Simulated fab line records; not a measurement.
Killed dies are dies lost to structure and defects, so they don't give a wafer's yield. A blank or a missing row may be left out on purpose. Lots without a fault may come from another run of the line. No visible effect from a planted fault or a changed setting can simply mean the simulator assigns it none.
What tool caused it?    flow rit cmos    42 wafers from 14 lots sampled at 4 of the route's 202 steps

## WHAT THE GAUGES READ, wafer by wafer
RIT_NLDD_OVL_MEAS_06.
lot   measured     on          NLDD_OVL (nm)
L996  day 3 02:43  overlay-02  2.6 2.1 2.4
L997  day 3 07:14  overlay-02  -3.1 -3.6 -3.9
L998  day 3 10:36  overlay-02  0.3 -1.4 0.3
L999  day 3 17:59  overlay-02  0.9 -0.9 -1.6
L101  day 4 01:45  overlay-02  -1.1 -0.9 -0.2
L103  day 4 09:31  overlay-02  1.1 1.5 -0.4
L102  day 4 09:50  overlay-01  1.9 2.5 2.1
L104  day 4 13:26  overlay-02  -1.1 -0.9 -0.3
L105  day 5 02:02  overlay-01  2.9 2.7 2.4
L106  day 5 02:17  overlay-02  0.7 1.4 -0.2
L113  day 6 14:30  overlay-01  - - -
L114  day 6 22:20  overlay-01  - - -
L118  day 7 12:44  overlay-01  1.3 0.8 1.9
L119  day 7 18:35  overlay-02  2.1 1.6 1.0

RIT_PLDD_TW_MEAS_10.
lot   measured     on             PLDD_TW
L996  day 3 04:40  film metro-03  2330 2340 2340
L997  day 3 09:10  film metro-01  2337 2331 2331
L998  day 3 12:58  film metro-02  2393 2384 2369
L999  day 3 20:00  film metro-03  2336 2347 2343
L101  day 4 03:49  film metro-01  2348 2360 2367
L103  day 4 11:38  film metro-03  2336 2343 2335
L102  day 4 11:46  film metro-02  2344 2349 2369
L104  day 4 15:22  film metro-03  2343 2330 2346
L105  day 5 04:08  film metro-03  2339 2332 2336
L106  day 5 04:28  film metro-01  2335 2344 2346
L113  day 6 16:28  film metro-03  2889 2884 2876
L114  day 7 00:22  film metro-02  2883 2900 2901
L118  day 7 14:50  film metro-01  2347 2347 2358
L119  day 7 20:39  film metro-01  2342 2343 2347

RIT_NSD_TW_MEAS_10.
lot   measured     on             NSD_TW
L996  day 3 08:34  film metro-02  3171 3169 3169
L997  day 3 13:21  film metro-01  3112 3122 3101
L998  day 3 17:01  film metro-01  3109 3133 3106
L999  day 4 00:02  film metro-03  3128 3112 3121
L101  day 4 08:02  film metro-01  3143 3136 3135
L103  day 4 15:41  film metro-01  3136 3123 3134
L102  day 4 17:26  film metro-01  3145 3140 3132
L104  day 4 20:46  film metro-02  3143 3140 3143
L105  day 5 09:34  film metro-03  3101 3094 3107
L106  day 5 09:52  film metro-02  3164 3146 3154
L113  day 6 20:25  film metro-01  3326 3330 3335
L114  day 7 04:20  film metro-03  3330 3352 3328
L118  day 7 18:48  film metro-01  3120 3111 3113
L119  day 8 00:46  film metro-01  3150 3131 3126

## EACH LOT AND THE TOOL THAT RAN IT (in order: tool; ch and the chambers of the sampled wafers; start)
lot   RIT_NLDD_COAT_01
L996  litho track-02 ch 0, day 3 01:54
L997  litho track-03 ch 0, day 3 06:25
L998  litho track-02 ch 0, day 3 09:55
L999  litho track-03 ch 0, day 3 17:19
L101  litho track-03 ch 0, day 4 00:58
L103  litho track-01 ch 0, day 4 08:44
L102  litho track-02 ch 0, day 4 09:00
L104  litho track-02 ch 0, day 4 12:38
L105  litho track-03 ch 0, day 5 01:12
L106  litho track-02 ch 0, day 5 01:24
L113  litho track-03, day 6 13:49
L114  litho track-01, day 6 21:31
L118  litho track-01 ch 0, day 7 12:04
L119  litho track-01 ch 0, day 7 17:47
- RIT_NLDD_COAT_01: resist thk 1000 nm.

## AS READ BY THE TOOLS THEMSELVES (means over the sampled wafers that have a number; for cases with no such wafer, the mark the record gives instead)
RIT_NLDD_COAT_01.
lot   tool            chill plate temp C (C)  dispense pressure kPa (kPa)
L996  litho track-02  23.08                   49.1
L997  litho track-03  22.92                   47.7
L998  litho track-02  22.90                   49.1
L999  litho track-03  23.11                   47.8
L101  litho track-03  22.95                   47.8
L103  litho track-01  22.97                   53.6
L102  litho track-02  23.00                   49.1
L104  litho track-02  22.97                   49.1
L105  litho track-03  22.88                   47.8
L106  litho track-02  22.99                   49.0
L113  litho track-03  -                       -
L114  litho track-01  -                       -
L118  litho track-01  22.96                   53.6
L119  litho track-01  22.89                   53.6

## THE ANSWER, worked out from the rows above alone
Rule: what is usual is taken from the lots themselves. The widest of any qualifying gaps counts: lots, ordered by their means at a reading, are off when they make up no more than a third of the lots, leave a main group of 4 or more, and stand apart from it by 3 or more times the standard deviation of that group's means. If all means in a main group match to the digits the tables above print for the reading, that group is not used. A lot without any number at a reading at which 4 lots or more have one is off too. Where the step has rows for the other lots, those lots are counted as sound. First the gauges in route order, then the tools' own readings, where a lot's mean is used as printed above. At the first step where some lot is off, the reading lying furthest off is the one used; lots without a number count as furthest.
Off: at RIT_NLDD_OVL_MEAS_06 (NLDD_OVL), L113, L114. Without a number there: L113, L114. For the main group the mean is 0.5 nm and the standard deviation 1.7.
A tool fits if, at a process step before that reading, it ran every lot that is off, and no sound lot after the first of them. Not tried: the gauges at RIT_NLDD_OVL_MEAS_06; whatever is off there is also off at RIT_PLDD_TW_MEAS_10, on other tools, and gauge error can't account for it. Not one of the candidates tried fits.

## WHAT THE SIMULATOR PUT IN
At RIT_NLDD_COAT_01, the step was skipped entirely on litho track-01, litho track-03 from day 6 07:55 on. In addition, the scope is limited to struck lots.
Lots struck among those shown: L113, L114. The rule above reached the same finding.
